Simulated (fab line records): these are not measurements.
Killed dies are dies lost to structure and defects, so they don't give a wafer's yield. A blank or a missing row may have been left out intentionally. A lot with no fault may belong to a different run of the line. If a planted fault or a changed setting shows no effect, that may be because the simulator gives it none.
Chamber matching || flow berkeley_cmos170 || UCB170_SPACER_ETCHBACK_03 on rie_diel-01 has 4 sister chambers
The step etches SiO2 in CHF3/CF4/Ar, stops on Si, target depth 376 nm, time 100 s. 4 wafers are shown with their chamber, then 8 later ones without.

== EACH WAFER AND ITS CHAMBER ==
{"wafer": "L327.6", "chamber": 1, "drypump_motor_current_A (A)": 5.5}
{"wafer": "L328.5", "chamber": 3, "drypump_motor_current_A (A)": 6.5}
{"wafer": "L337.2", "chamber": 0, "drypump_motor_current_A (A)": 6.2}
{"wafer": "L338.2", "chamber": 2, "drypump_motor_current_A (A)": 4.9}

== WAFERS WITH NO CHAMBER GIVEN ==
{"wafer": "L338.3", "drypump_motor_current_A (A)": 6.5}
{"wafer": "L338.4", "drypump_motor_current_A (A)": 5.4}
{"wafer": "L341.3", "drypump_motor_current_A (A)": 5.5}
{"wafer": "L341.5", "drypump_motor_current_A (A)": 6.4}
{"wafer": "L341.6", "drypump_motor_current_A (A)": 4.9}
{"wafer": "L345.2", "drypump_motor_current_A (A)": 4.9}
{"wafer": "L345.5", "drypump_motor_current_A (A)": 6.2}
{"wafer": "L345.6", "drypump_motor_current_A (A)": 4.9}

== WHICH CHAMBER EACH WENT THROUGH ==
{"wafer": "L338.3", "from the rows above": 3, "in truth": 3}
{"wafer": "L338.4", "from the rows above": 1, "in truth": 1}
{"wafer": "L341.3", "from the rows above": 1, "in truth": 1}
{"wafer": "L341.5", "from the rows above": 3, "in truth": 3}
{"wafer": "L341.6", "from the rows above": 2, "in truth": 2}
{"wafer": "L345.2", "from the rows above": 2, "in truth": 2}
{"wafer": "L345.5", "from the rows above": 0, "in truth": 0}
{"wafer": "L345.6", "from the rows above": 2, "in truth": 2}
Placed correctly: 8 of 8. From these rows, 0 cannot be placed. Wrongly placed: 0.
How it was worked out, from the rows above alone: a wafer's distance from a chamber is the root of the sum, over the readings, of the square of ((its reading less the chamber's mean) divided by the reading's scatter). If the next closest chamber is less than 2 further off than the closest, the wafer can't be placed; otherwise it belongs to the closest. A chamber's mean is the mean of its shown wafers. The scatter (one wafer shown for each chamber): square how far every hidden wafer sits from the nearest shown wafer, average those squares and take the square root.
